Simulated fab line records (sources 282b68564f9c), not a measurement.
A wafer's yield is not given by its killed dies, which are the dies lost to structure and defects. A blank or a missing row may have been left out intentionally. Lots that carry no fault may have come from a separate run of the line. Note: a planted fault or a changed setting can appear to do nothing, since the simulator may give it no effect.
fab line records	flow rit_cmos
record lots=5	wafers=15	last_day=7
route steps=202 shown SDANNEAL@156 PSD@157 NSD@158 PLDD@159 NLDD@160 SILICIDE@161 CONTACT@168 M1@184
lots with no fault: from the same line, run without faults
start_h: hours from the record's first day to the start of the lot's first wafer shown	wait_h: hours since the lot's step before	" as in the row above	L1.1+2: one row covering several wafers at once	- no value present, or no start provided	* or withheld: withheld	< > ~ a bound
route shown NAME@n: NAME is a module with steps in the file, n the number in the route of the first one	usual: mean and standard deviation over wafers with no fault	same: alike in all rows	chamber/n: place in a boat	sites: the reading at each site	_std_site: the values' standard deviation	_edge_site: inner sites' mean taken away from outer sites' mean	radius_mm: for every site, how far away it sits from the centre of the wafer	mask NAME#n: copy n	behind: the last tool/chamber to shape the wafer	hold: what put the lot on hold/how long, in hours/how the hold closed	device: the n, p or np transistor that did not switch	end of line: tests of these same wafers at the route's end	step lacking rows: just its recipe	killed: count of dies lost to structure and defects at first sort (not the wafer's yield)	map: shows each die of a wafer: x if killed, . if not, _ if none is there
set.NAME: setting as actually run; set.NAME@STEP: the setting as run at that earlier step	model.NAME: the simulator's own value behind a step, which no gauge read
lots at some steps of the route; a table a step, a row a wafer
services: when a tool's chamber went out of use (start_h, in hours from the record's first day, below 0 if earlier), for how many hours, and the reason
## steps
# step RIT_SDANNEAL_RTA_03
# recipe temp_c=1050	time_s=5	idle_temp_c=600	ramp_up_c_per_s=342	ramp_down_c_per_s=171	cool_to_c=600	ambient=N2
# step RIT_SDANNEAL_RS_MEAS_04
# recipe thk_meas_gauge=four-point-probe
# usual PSD_RS=116.15/0.28
lot.wafer	tool	chamber	start_h	wait_h	PSD_RS[ohm/sq]
L134.2	film_metro-04	-	74.39	0.1	116.65
L134.3	"	-	"	"	116.63
L134.6	"	-	"	"	116.36
L135.1	film_metro-03	-	79.81	0.0	115.71
L135.2	"	-	"	"	115.90
L135.4	"	-	"	"	116.18
L146.1	film_metro-01	-	142.03	0.0	116.24
L146.2	"	-	"	"	116.29
L146.5	"	-	"	"	116.27
L149.1	film_metro-01	-	150.64	0.0	116.65
L149.4	"	-	"	"	116.71
L149.5	"	-	"	"	116.40
L151.2	film_metro-01	-	156.71	0.1	116.32
L151.4	"	-	"	"	116.61
L151.5	"	-	"	"	116.15
# step RIT_SDANNEAL_RS_MEAS_05
# recipe thk_meas_gauge=four-point-probe
# usual NSD_RS=83.5/0.36
lot.wafer	tool	chamber	start_h	wait_h	NSD_RS[ohm/sq]
L134.2	film_metro-04	-	74.51	0.1	84.2
L134.3	"	-	"	"	84.3
L134.6	"	-	"	"	84.3
L135.1	film_metro-03	-	79.93	0.1	83.6
L135.2	"	-	"	"	83.3
L135.4	"	-	"	"	83.6
L146.1	film_metro-01	-	142.15	0.1	84.0
L146.2	"	-	"	"	83.8
L146.5	"	-	"	"	84.1
L149.1	film_metro-01	-	150.76	0.1	84.0
L149.4	"	-	"	"	83.9
L149.5	"	-	"	"	83.7
L151.2	film_metro-01	-	156.83	0.1	83.4
L151.4	"	-	"	"	83.5
L151.5	"	-	"	"	83.6
# step RIT_SDANNEAL_RS_MEAS_06
# recipe thk_meas_gauge=four-point-probe
# usual PLDD_RS=178.5/0.49
lot.wafer	tool	chamber	start_h	wait_h	PLDD_RS[ohm/sq]
L134.2	film_metro-04	-	74.63	0.1	178.3
L134.3	"	-	"	"	178.6
L134.6	"	-	"	"	178.5
L135.1	film_metro-03	-	80.05	0.1	178.5
L135.2	"	-	"	"	178.7
L135.4	"	-	"	"	178.8
L146.1	film_metro-01	-	142.27	0.1	178.8
L146.2	"	-	"	"	178.4
L146.5	"	-	"	"	179.1
L149.1	film_metro-01	-	150.88	0.1	178.7
L149.4	"	-	"	"	179.0
L149.5	"	-	"	"	178.7
L151.2	film_metro-01	-	156.95	0.1	178.9
L151.4	"	-	"	"	178.1
L151.5	"	-	"	"	178.6
# step RIT_SDANNEAL_RS_MEAS_07
# recipe thk_meas_gauge=four-point-probe
# usual NLDD_RS=151.4/0.64
lot.wafer	tool	chamber	start_h	wait_h	NLDD_RS[ohm/sq]
L134.2	film_metro-04	-	74.75	0.1	151.3
L134.3	"	-	"	"	151.3
L134.6	"	-	"	"	151.9
L135.1	film_metro-03	-	80.17	0.1	152.0
L135.2	"	-	"	"	151.7
L135.4	"	-	"	"	151.4
L146.1	film_metro-01	-	142.39	0.1	152.0
L146.2	"	-	"	"	152.1
L146.5	"	-	"	"	151.8
L149.1	film_metro-01	-	151.00	0.1	151.6
L149.4	"	-	"	"	151.9
L149.5	"	-	"	"	152.0
L151.2	film_metro-01	-	157.07	0.1	151.7
L151.4	"	-	"	"	151.8
L151.5	"	-	"	"	151.7
# step RIT_SILICIDE_WET_ETCH_00
# recipe chemistry=BOE	target=SiO2	target_depth_nm=14	time_s=15	dry=n2_spin	dilution=10:1	temp_c=21.5
# step RIT_SILICIDE_SPUTTER_01
# recipe material=Ti	target_thk_nm=30	power_w=339.5	chamber_pressure_pa=0.667	gas=Ar	time_s=240	substrate_temp_c=25
# usual substrate_temp_c=25.00/0.11	throttle_valve_pct=30.1/1
lot.wafer	tool	chamber	start_h	wait_h	substrate_temp_c	throttle_valve_pct
L134.2	pvd_sputter-01	-	74.86	0.0	25.12	28.6
L134.3	"	-	"	"	25.18	30.5
L134.6	"	-	"	"	24.93	29.7
L135.1	pvd_sputter-03	-	80.30	0.0	25.12	30.0
L135.2	"	-	"	"	25.00	29.3
L135.4	"	-	"	"	25.01	29.3
L146.1	pvd_sputter-02	-	142.52	0.0	25.01	31.1
L146.2	"	-	"	"	24.92	31.2
L146.5	"	-	"	"	24.98	31.5
L149.1	pvd_sputter-01	-	151.13	0.0	25.19	30.3
L149.4	"	-	"	"	24.91	29.7
L149.5	"	-	"	"	24.98	30.5
L151.2	pvd_sputter-01	-	157.18	0.0	24.93	29.3
L151.4	"	-	"	"	24.93	29.5
L151.5	"	-	"	"	24.81	29.7
# step RIT_SILICIDE_RS_MEAS_02
# recipe thk_meas_gauge=four-point-probe	reads=Ti_of_SILICIDE_SPUTTER_01
# usual SILICIDE_TI_RS=49.7/0.63
lot.wafer	tool	chamber	start_h	wait_h	SILICIDE_TI_RS[ohm/sq]
L134.2	film_metro-02	-	75.03	0.1	49.8
L134.3	"	-	"	"	49.3
L134.6	"	-	"	"	49.4
L135.1	film_metro-02	-	80.45	0.1	49.9
L135.2	"	-	"	"	50.2
L135.4	"	-	"	"	49.9
L146.1	film_metro-02	-	142.67	0.1	48.8
L146.2	"	-	"	"	49.1
L146.5	"	-	"	"	49.7
L149.1	film_metro-03	-	151.28	0.1	50.0
L149.4	"	-	"	"	50.0
L149.5	"	-	"	"	49.8
L151.2	film_metro-02	-	157.35	0.1	49.1
L151.4	"	-	"	"	48.9
L151.5	"	-	"	"	49.0
# step RIT_SILICIDE_THK_MEAS_03
# recipe thk_meas_gauge=xrf	reads=Ti_of_SILICIDE_SPUTTER_01
# usual SILICIDE_TI_THK=29.2/0.3
lot.wafer	tool	chamber	start_h	wait_h	SILICIDE_TI_THK[nm]
L134.2	film_metro-02	-	75.14	0.1	29.0
L134.3	"	-	"	"	29.3
L134.6	"	-	"	"	29.3
L135.1	film_metro-02	-	80.57	0.1	29.0
L135.2	"	-	"	"	28.9
L135.4	"	-	"	"	29.0
L146.1	film_metro-02	-	142.79	0.1	29.7
L146.2	"	-	"	"	29.5
L146.5	"	-	"	"	29.0
L149.1	film_metro-03	-	151.40	0.1	29.1
L149.4	"	-	"	"	29.1
L149.5	"	-	"	"	29.0
L151.2	film_metro-02	-	157.46	0.1	29.4
L151.4	"	-	"	"	29.5
L151.5	"	-	"	"	29.6
# step RIT_SILICIDE_RTA_04
# recipe temp_c=650	time_s=10	idle_temp_c=25	ramp_up_s=5	ramp_down_s=5	cool_to_c=25	ambient=N2
# usual wafer_temp_C_max=652.4/0.68
lot.wafer	tool	chamber	start_h	wait_h	wafer_temp_C_max
L134.2	rtp_anneal-02	0	75.21	0.1	652.6
L134.3	"	0	"	"	652.8
L134.6	"	0	"	"	652.7
L135.1	rtp_anneal-01	0	80.63	0.1	652.6
L135.2	"	0	"	"	651.5
L135.4	"	0	"	"	651.3
L146.1	rtp_anneal-01	0	142.85	0.1	652.0
L146.2	"	0	"	"	651.9
L146.5	"	0	"	"	652.2
L149.1	rtp_anneal-02	0	151.46	0.1	652.5
L149.4	"	0	"	"	652.6
L149.5	"	0	"	"	652.3
L151.2	rtp_anneal-02	0	157.52	0.1	653.1
L151.4	"	0	"	"	654.3
L151.5	"	0	"	"	652.7
# step RIT_SILICIDE_WET_ETCH_05
# recipe chemistry=SPM	target=Ti	temp_c=90	time_s=120	dry=n2_spin
# step RIT_SILICIDE_RTA_06
# recipe temp_c=750	time_s=10	idle_temp_c=25	ramp_up_s=5	ramp_down_s=10	cool_to_c=25	ambient=N2
# step RIT_CONTACT_CVD_00
# recipe material=SiO2	target_thk_nm=400	precursor=TEOS	temp_c=390	time_s=61	rf_w=400
# usual heater_power_w=329/45
lot.wafer	tool	chamber	start_h	wait_h	heater_power_w
L134.2	pecvd-02	0	75.37	0.0	295
L134.3	"	2	"	"	415
L134.6	"	0	"	"	315
L135.1	pecvd-03	1	80.81	0.1	356
L135.2	"	0	"	"	289
L135.4	"	0	"	"	288
L146.1	pecvd-03	1	143.03	0.1	312
L146.2	"	0	"	"	254
L146.5	"	1	"	"	327
L149.1	pecvd-02	2	151.64	0.1	361
L149.4	"	0	"	"	296
L149.5	"	2	"	"	377
L151.2	pecvd-01	1	157.69	0.0	356
L151.4	"	1	"	"	377
L151.5	"	0	"	"	251
# step RIT_CONTACT_THK_MEAS_01
# recipe reads=SiO2_of_CONTACT_CVD_00
# usual CONTACT_TEOS_THK=399/5.2
lot.wafer	tool	chamber	start_h	wait_h	CONTACT_TEOS_THK[nm]
L134.2	film_metro-01	-	75.43	0.0	400
L134.3	"	-	"	"	401
L134.6	"	-	"	"	413
L135.1	film_metro-01	-	80.86	0.0	397
L135.2	"	-	"	"	402
L135.4	"	-	"	"	403
L146.1	film_metro-04	-	143.08	0.0	395
L146.2	"	-	"	"	396
L146.5	"	-	"	"	402
L149.1	film_metro-02	-	151.69	0.0	394
L149.4	"	-	"	"	401
L149.5	"	-	"	"	400
L151.2	film_metro-04	-	157.75	0.0	391
L151.4	"	-	"	"	402
L151.5	"	-	"	"	398
# step RIT_CONTACT_HMDS_02
# recipe prime_time_s=60	prime_temp_c=140
# step RIT_CONTACT_COAT_03
# recipe resist=NOVOLAK	spin_rpm=3250	resist_thk_nm=1000
# step RIT_CONTACT_SOFTBAKE_04
# recipe resist=NOVOLAK	temp_c=90	time_s=60
# step RIT_CONTACT_EXPOSE_05
# recipe mask_id=M11	na=0.6	source_shape=conventional	sigma_outer=0.5	target_cd_nm=1000	dose_mj=250
# step RIT_CONTACT_PEB_06
# recipe resist=NOVOLAK	temp_c=withheld	time_s=withheld
# step RIT_CONTACT_DEVELOP_07
# recipe resist=NOVOLAK	develop_time_s=120	dev_temp_c=23
# step RIT_CONTACT_CD_MEAS_08
# recipe target_cd_nm=1000
# usual cd_nm=1000.7/2.8
lot.wafer	tool	chamber	start_h	wait_h	cd_nm
L134.2	cd_sem-01	-	76.47	-	1005.2
L134.3	"	-	"	"	1003.8
L134.6	"	-	"	"	1005.7
L135.1	cd_sem-01	-	81.89	-	1000.8
L135.2	"	-	"	"	997.0
L135.4	"	-	"	"	999.1
L146.1	cd_sem-01	-	144.27	-	999.0
L146.2	"	-	"	"	999.0
L146.5	"	-	"	"	1000.8
L149.1	cd_sem-01	-	152.72	-	1000.1
L149.4	"	-	"	"	996.5
L149.5	"	-	"	"	996.7
L151.2	cd_sem-02	-	158.91	-	998.2
L151.4	"	-	"	"	1000.0
L151.5	"	-	"	"	1000.1
# step RIT_CONTACT_OVL_MEAS_09
# usual CONTACT_OVL=0.2/1.4
lot.wafer	tool	chamber	start_h	wait_h	CONTACT_OVL[nm]
L134.2	overlay-02	-	76.57	0.1	0.1
L134.3	"	-	"	"	-0.5
L134.6	"	-	"	"	-0.8
L135.1	overlay-01	-	82.01	0.1	0.0
L135.2	"	-	"	"	1.8
L135.4	"	-	"	"	3.2
L146.1	overlay-01	-	144.39	0.1	1.2
L146.2	"	-	"	"	1.7
L146.5	"	-	"	"	0.8
L149.1	overlay-01	-	152.84	0.1	-0.4
L149.4	"	-	"	"	0.2
L149.5	"	-	"	"	0.8
L151.2	overlay-02	-	159.01	0.1	1.2
L151.4	"	-	"	"	-1.2
L151.5	"	-	"	"	-0.5
# step RIT_CONTACT_HARDBAKE_10
# recipe resist=NOVOLAK	temp_c=140	time_s=60
# step RIT_CONTACT_ETCH_11
# recipe target_depth_a=4800	over_etch_frac=0.2	stop_on=TiSi2	chemistry=CHF3/CF4/Ar	target=SiO2	CHF3_flow_sccm=50	cf4_flow_sccm=10	Ar_flow_sccm=100	O2_flow_sccm=5	pressure_mtorr=100	rf_w=200	time_s=320
# usual drypump_motor_current_A=5.7/0.54	oes_product_au=0.989/0.018	throttle_valve_pct=8.86/0.13
lot.wafer	tool	chamber	start_h	wait_h	drypump_motor_current_A	oes_product_au	rf_hours_counter_h	throttle_valve_pct
L134.2	rie_diel-04	3	76.75	0.1	6.1	0.985	0	8.68
L134.3	"	2	"	"	6.1	0.973	120	8.86
L134.6	"	1	"	"	5.3	0.970	-	8.86
L135.1	rie_diel-01	0	82.19	0.1	5.1	1.003	79	8.70
L135.2	"	3	"	"	5.9	1.017	6	8.88
L135.4	"	1	"	"	5.1	0.983	100	8.86
L146.1	rie_diel-04	3	144.58	0.1	6.0	0.991	2	8.68
L146.2	"	0	"	"	4.9	1.026	139	9.00
L146.5	"	2	"	"	6.1	0.965	-	8.87
L149.1	rie_diel-04	2	153.02	0.1	6.1	0.969	121	8.86
L149.4	"	1	"	"	5.3	0.968	-	8.85
L149.5	"	3	"	"	6.0	0.981	-	8.68
L151.2	rie_diel-02	0	159.19	0.1	5.6	0.986	28	9.01
L151.4	"	3	"	"	6.4	0.990	58	8.60
L151.5	"	0	"	"	5.6	0.997	-	9.00
# step RIT_CONTACT_STRIP_12
# recipe chemistry=O2	time_s=180	resist=NOVOLAK	platen_temp_c=withheld	power_w=500	pressure_mtorr=4000	o2_flow_sccm=4000
# step RIT_CONTACT_CD_MEAS_90
# recipe target_cd_nm=1000
# usual cd_nm=1000.8/2.8
lot.wafer	tool	chamber	start_h	wait_h	cd_nm
L134.2	cd_sem-02	-	77.14	0.1	1005.3
L134.3	"	-	"	"	1003.6
L134.6	"	-	"	"	1005.8
L135.1	cd_sem-02	-	82.56	0.1	1000.8
L135.2	"	-	"	"	996.8
L135.4	"	-	"	"	999.4
L146.1	cd_sem-02	-	144.95	0.1	998.8
L146.2	"	-	"	"	998.7
L146.5	"	-	"	"	1001.0
L149.1	cd_sem-02	-	153.39	0.1	999.4
L149.4	"	-	"	"	996.3
L149.5	"	-	"	"	997.1
L151.2	cd_sem-01	-	159.58	0.1	998.5
L151.4	"	-	"	"	1000.3
L151.5	"	-	"	"	999.9
# step RIT_CONTACT_CLEAN_13
# recipe chemistry=SC1	mix=3:3:50	time_s=600	temp_c=75
# step RIT_CONTACT_CLEAN_14
# recipe chemistry=SC2	mix=3:3:50	time_s=600	temp_c=75	dry=n2_spin
# step RIT_M1_SPUTTER_00
# recipe material=Al	target_thk_nm=400	power_w=1971	chamber_pressure_pa=0.4	gas=Ar	time_s=500	substrate_temp_c=25
# usual substrate_temp_c=25.01/0.1	throttle_valve_pct=30.0/0.9
lot.wafer	tool	chamber	start_h	wait_h	substrate_temp_c	throttle_valve_pct
L134.2	pvd_sputter-04	-	77.59	0.0	24.99	29.3
L134.3	"	-	"	"	24.89	30.2
L134.6	"	-	"	"	25.09	29.6
L135.1	pvd_sputter-02	-	83.03	0.0	25.04	31.3
L135.2	"	-	"	"	24.98	30.9
L135.4	"	-	"	"	25.12	29.3
L146.1	pvd_sputter-04	-	145.44	0.0	24.90	29.0
L146.2	"	-	"	"	24.91	30.4
L146.5	"	-	"	"	25.15	29.7
L149.1	pvd_sputter-04	-	153.86	0.0	25.12	30.3
L149.4	"	-	"	"	25.08	29.4
L149.5	"	-	"	"	25.21	28.9
L151.2	pvd_sputter-04	-	160.05	0.0	25.18	30.2
L151.4	"	-	"	"	24.98	29.8
L151.5	"	-	"	"	24.90	29.2
# step RIT_M1_RS_MEAS_01
# recipe thk_meas_gauge=four-point-probe	reads=Al_of_M1_SPUTTER_00
# usual M1_AL_RS=0.0747/0.00079
lot.wafer	tool	chamber	start_h	wait_h	M1_AL_RS[ohm/sq]
L134.2	film_metro-04	-	77.91	0.2	0.0754
L134.3	"	-	"	"	0.0759
L134.6	"	-	"	"	0.0745
L135.1	film_metro-03	-	83.33	0.1	0.0742
L135.2	"	-	"	"	0.0746
L135.4	"	-	"	"	0.0744
L146.1	film_metro-04	-	145.73	0.1	0.0737
L146.2	"	-	"	"	0.0736
L146.5	"	-	"	"	0.0730
L149.1	film_metro-01	-	154.16	0.1	0.0752
L149.4	"	-	"	"	0.0752
L149.5	"	-	"	"	0.0758
L151.2	film_metro-03	-	160.36	0.2	0.0753
L151.4	"	-	"	"	0.0741
L151.5	"	-	"	"	0.0746
# step RIT_M1_THK_MEAS_02
# recipe thk_meas_gauge=xrf	reads=Al_of_M1_SPUTTER_00
# usual M1_AL_THK=389/5.2
lot.wafer	tool	chamber	start_h	wait_h	M1_AL_THK[nm]
L134.2	film_metro-04	-	78.02	0.1	386
L134.3	"	-	"	"	387
L134.6	"	-	"	"	391
L135.1	film_metro-03	-	83.45	0.1	391
L135.2	"	-	"	"	389
L135.4	"	-	"	"	389
L146.1	film_metro-04	-	145.85	0.1	392
L146.2	"	-	"	"	397
L146.5	"	-	"	"	396
L149.1	film_metro-01	-	154.28	0.1	385
L149.4	"	-	"	"	381
L149.5	"	-	"	"	378
L151.2	film_metro-03	-	160.47	0.1	387
L151.4	"	-	"	"	389
L151.5	"	-	"	"	386
# step RIT_M1_HMDS_03
# recipe prime_time_s=60	prime_temp_c=140
# step RIT_M1_COAT_04
# recipe resist=NOVOLAK	spin_rpm=2000	resist_thk_nm=1300
# step RIT_M1_SOFTBAKE_05
# recipe resist=NOVOLAK	temp_c=90	time_s=60
# step RIT_M1_EXPOSE_06
# recipe mask_id=M12	na=0.6	source_shape=conventional	sigma_outer=0.5	target_cd_nm=2600	dose_mj=250
# step RIT_M1_PEB_07
# recipe resist=NOVOLAK	temp_c=withheld	time_s=withheld
# step RIT_M1_DEVELOP_08
# recipe resist=NOVOLAK	develop_time_s=68	dev_temp_c=23
# step RIT_M1_CD_MEAS_09
# recipe target_cd_nm=2600
# usual cd_nm=2600.0/2.4
lot.wafer	tool	chamber	start_h	wait_h	cd_nm
L134.2	cd_sem-01	-	79.09	-	2601.9
L134.3	"	-	"	"	2603.0
L134.6	"	-	"	"	2601.9
L135.1	cd_sem-02	-	84.51	-	2597.8
L135.2	"	-	"	"	2598.5
L135.4	"	-	"	"	2596.9
L146.1	cd_sem-01	-	146.91	-	2596.4
L146.2	"	-	"	"	2598.5
L146.5	"	-	"	"	2599.7
L149.1	cd_sem-02	-	155.34	-	2596.2
L149.4	"	-	"	"	2596.8
L149.5	"	-	"	"	2598.3
L151.2	cd_sem-01	-	161.42	-	2600.7
L151.4	"	-	"	"	2599.1
L151.5	"	-	"	"	2602.2
# step RIT_M1_OVL_MEAS_10
# usual M1_OVL=-1.0/1.5
lot.wafer	tool	chamber	start_h	wait_h	M1_OVL[nm]
L134.2	overlay-01	-	79.20	0.1	-0.9
L134.3	"	-	"	"	-2.3
L134.6	"	-	"	"	-0.6
L135.1	overlay-02	-	84.63	0.1	-0.2
L135.2	"	-	"	"	-1.2
L135.4	"	-	"	"	-2.9
L146.1	overlay-01	-	147.03	0.1	2.2
L146.2	"	-	"	"	3.5
L146.5	"	-	"	"	1.5
L149.1	overlay-01	-	155.46	0.1	0.0
L149.4	"	-	"	"	-1.1
L149.5	"	-	"	"	-1.1
L151.2	overlay-01	-	161.53	0.1	-0.8
L151.4	"	-	"	"	-1.3
L151.5	"	-	"	"	-2.3
# step RIT_M1_HARDBAKE_11
# recipe resist=NOVOLAK	temp_c=140	time_s=120
# step RIT_M1_METAL_ETCH_12
# recipe stop_on=SiO2	chemistry=Cl2/BCl3	target=Al	time_s=168.9	over_etch_frac=0.5	pressure_mtorr=100	target_depth_a=6000	rf_w=250	Cl2_flow_sccm=60	bcl3_flow_sccm=50
# usual drypump_motor_current_A=5.4/0.31	oes_product_au=0.769/0.013	throttle_valve_pct=8.34/0.059
lot.wafer	tool	chamber	start_h	wait_h	drypump_motor_current_A	oes_product_au	rf_hours_counter_h	throttle_valve_pct
L134.2	rie_metal-02	1	79.48	0.2	5.3	0.772	1	8.33
L134.3	"	0	"	"	5.0	0.776	-	8.27
L134.6	"	0	"	"	5.0	0.778	-	8.26
L135.1	rie_metal-04	1	84.92	0.2	6.0	0.774	35	8.40
L135.2	"	0	"	"	5.7	0.778	33	8.41
L135.4	"	0	"	"	5.7	0.779	-	8.42
L146.1	rie_metal-02	0	147.42	0.2	5.0	0.786	1	8.24
L146.2	"	1	"	"	5.4	0.785	2	8.34
L146.5	"	1	"	"	5.3	0.793	-	8.34
L149.1	rie_metal-02	1	155.87	0.2	5.3	0.778	2	8.34
L149.4	"	0	"	"	5.0	0.787	-	8.27
L149.5	"	0	"	"	5.0	0.777	-	8.28
L151.2	rie_metal-01	1	161.81	0.2	5.3	0.748	5	8.35
L151.4	"	0	"	"	5.2	0.765	-	8.27
L151.5	"	0	"	"	5.2	0.756	-	8.26
# step RIT_M1_STRIP_13
# recipe chemistry=nmp	resist=NOVOLAK	temp_c=80	time_s=600	dry=n2_spin
# step RIT_M1_PROBE_99
# usual killed_at_contacts=0.0/0.18	killed_at_front_end=7/3.4	killed_dies=7/3.4	killed_on_rim=1.8/1.3	killed_open=3.7/2.2	killed_short=3.6/2.2
# same gross_dies=264	killed_at_M0_to_M3=0	killed_at_M4_up=0	killed_at_back_side=0	killed_at_other=0
lot.wafer	tool	chamber	start_h	wait_h	killed_at_contacts	killed_at_front_end	killed_dies	killed_on_rim	killed_open	killed_short
L134.2	prober-02	-	81.78	0.1	0	11	11	2	4	7
L134.3	prober-02	-	81.83	0.2	0	12	12	1	4	8
L134.6	prober-02	-	81.98	0.2	0	4	4	1	0	4
L135.1	prober-01	-	87.17	0.1	0	4	4	0	4	0
L135.2	prober-01	-	87.22	0.1	0	6	6	3	4	2
L135.4	prober-01	-	87.32	0.2	0	1	1	0	1	0
L146.1	prober-01	-	149.68	0.1	0	5	5	3	3	2
L146.2	prober-01	-	149.73	0.1	0	4	4	1	2	2
L146.5	prober-01	-	149.88	0.2	0	7	7	2	3	4
L149.1	prober-01	-	158.13	0.1	0	6	6	1	3	3
L149.4	prober-01	-	158.28	0.2	27	5	32	10	3	2
L149.5	prober-01	-	158.33	0.2	0	9	9	2	4	5
L151.2	prober-01	-	164.11	0.1	0	9	9	2	5	4
L151.4	prober-01	-	164.21	0.2	1	13	14	4	6	8
L151.5	prober-01	-	164.26	0.2	0	6	6	1	2	4
# killed by level:class
L134.2 SPACER:geometric_particle:short=3 GATE:geometric_particle:short=2 REOX:geometric_particle:open=2 GATE:geometric_particle:open=1 REOX:geometric_particle:short=1 SILICIDE:geometric_particle:short=1 SILICIDE:geometric_particle:open=1
L134.3 GATE:geometric_particle:short=5 REOX:geometric_particle:open=3 SPACER:geometric_particle:short=2 FOX1:geometric_particle:short=1 SPACER:geometric_particle:open=1
L134.6 SPACER:geometric_particle:short=2 SILICIDE:geometric_particle:short=2
L135.1 GATE:geometric_particle:open=2 FOX1:geometric_particle:open=1 REOX:geometric_particle:open=1
L135.2 FOX1:geometric_particle:open=1 FOX1:geometric_particle:short=1 SILICIDE:geometric_particle:open=1 FOX2:geometric_particle:open=1 GATE:geometric_particle:open=1 GATE:geometric_particle:short=1
L135.4 FOX1:geometric_particle:open=1
L146.1 GATE:geometric_particle:open=2 ACTIVE:geometric_particle:open=1 ACTIVE:geometric_particle:short=1 SILICIDE:geometric_particle:short=1
L146.2 FOX2:geometric_particle:short=1 GATE:geometric_particle:short=1 REOX:geometric_particle:open=1 SILICIDE:geometric_particle:open=1
L146.5 GATE:geometric_particle:open=2 FOX1:geometric_particle:short=1 FOX1:geometric_particle:open=1 GATE:geometric_particle:short=1 REOX:geometric_particle:short=1 SPACER:geometric_particle:short=1
L149.1 SPACER:geometric_particle:short=2 FOX1:geometric_particle:short=1 FOX1:geometric_particle:open=1 GATE:geometric_particle:open=1 SPACER:geometric_particle:open=1
L149.4 CONTACT:unspecified=27 FOX2:geometric_particle:open=2 GATE:geometric_particle:short=1 SILICIDE:geometric_particle:open=1 SILICIDE:geometric_particle:short=1
L149.5 SILICIDE:geometric_particle:open=3 SPACER:geometric_particle:short=2 FOX1:geometric_particle:short=1 GATE:geometric_particle:short=1 SPACER:geometric_particle:open=1 SILICIDE:geometric_particle:short=1
L151.2 GATE:geometric_particle:open=3 GATE:geometric_particle:short=2 FOX1:geometric_particle:short=1 FOX2:geometric_particle:open=1 SPACER:geometric_particle:open=1 SPACER:geometric_particle:short=1
L151.4 SPACER:geometric_particle:short=4 FOX2:geometric_particle:short=2 SPACER:geometric_particle:open=2 SILICIDE:geometric_particle:open=2 GATE:geometric_particle:short=1 GATE:geometric_particle:open=1 SILICIDE:geometric_particle:short=1 CONTACT:geometric_particle:open=1
L151.5 FOX1:geometric_particle:open=1 FOX2:geometric_particle:short=1 GATE:geometric_particle:short=1 GATE:geometric_particle:open=1 SPACER:geometric_particle:short=1 SILICIDE:geometric_particle:short=1
# map L149.4 (x killed, . not)
________......._______
_____.............____
____...............___
___.................__
__...x..............._
__...x..............._
_..x..................
_.....................
_.....................
_...x.................
__..x................_
__..........xx......._
___.........xxxxx.x.__
____.......xxxxxxx.___
_____.....xxxxxxxx____
________...xxxx_______
# map L134.3 (x killed, . not)
________......._______
_____.............____
____...........x...___
___.................__
__................x.._
__.......x...x....x.._
_............x........
_...x....x............
_.....................
_..x..................
__..................._
__..................._
___.................__
____......x.....x..___
_____...........x.____
________......._______
## services
tool	chamber	start_h	hours	kind
rie_diel-02	1	51.43	7.6	repair
rie_diel-02	2	64.91	4.1	repair
rtp_anneal-01	-	68.91	4.0	pm
rie_metal-01	-	79.45	0.4	repair
pecvd-01	-	81.00	2.8	pm
rie_diel-04	3	87.50	8.3	repair
pecvd-01	2	88.72	18.3	repair
pecvd-02	-	90.73	1.0	repair
pvd_sputter-03	-	98.45	4.7	repair
rie_diel-04	3	102.17	3.8	repair
rie_metal-01	1	104.70	10.8	repair
rie_diel-02	3	111.64	8.7	repair
rie_diel-04	0	129.83	13.2	repair
rie_metal-02	0	132.34	10.1	repair
pvd_sputter-01	-	134.79	14.2	repair
rie_metal-04	-	136.12	20.0	pm
rie_metal-04	0	136.12	20.0	vent_cycle
rie_metal-04	1	136.12	20.0	vent_cycle
pvd_sputter-03	-	137.25	10.1	repair
rtp_anneal-02	-	138.76	4.4	pm
rie_diel-04	0	150.33	5.3	repair
rie_metal-04	0	156.12	-	clean
rie_metal-04	1	156.12	-	clean
rie_diel-04	2	161.68	3.1	repair
## key
first_sign step=RIT_M1_PROBE_99	reading=killed_at_contacts	direction=up	sigmas=27	usual=0.0	struck=27
effect step=RIT_M1_PROBE_99	reading=killed_dies	direction=up	sigmas=7.2	usual=7	struck=32
met_at RIT_CONTACT_CVD_00
struck_wafers L149.4
tester_left_out L149
onset_between 75.37 151.64
fault kind=chamber_particle_source	tool=pecvd-02	chamber=0	onset_h=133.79	steps=RIT_CONTACT_CVD_00	rate_per_visit_cm2=1.3116	end_h=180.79
# tester_left_out: of these lots the tester's yield and bins aren't shown, on N5 and GAA mostly nor the transistor test; their killed dies are dies lost to structure and defects alone, not to doping, threshold or leakage, so they don't give the yield
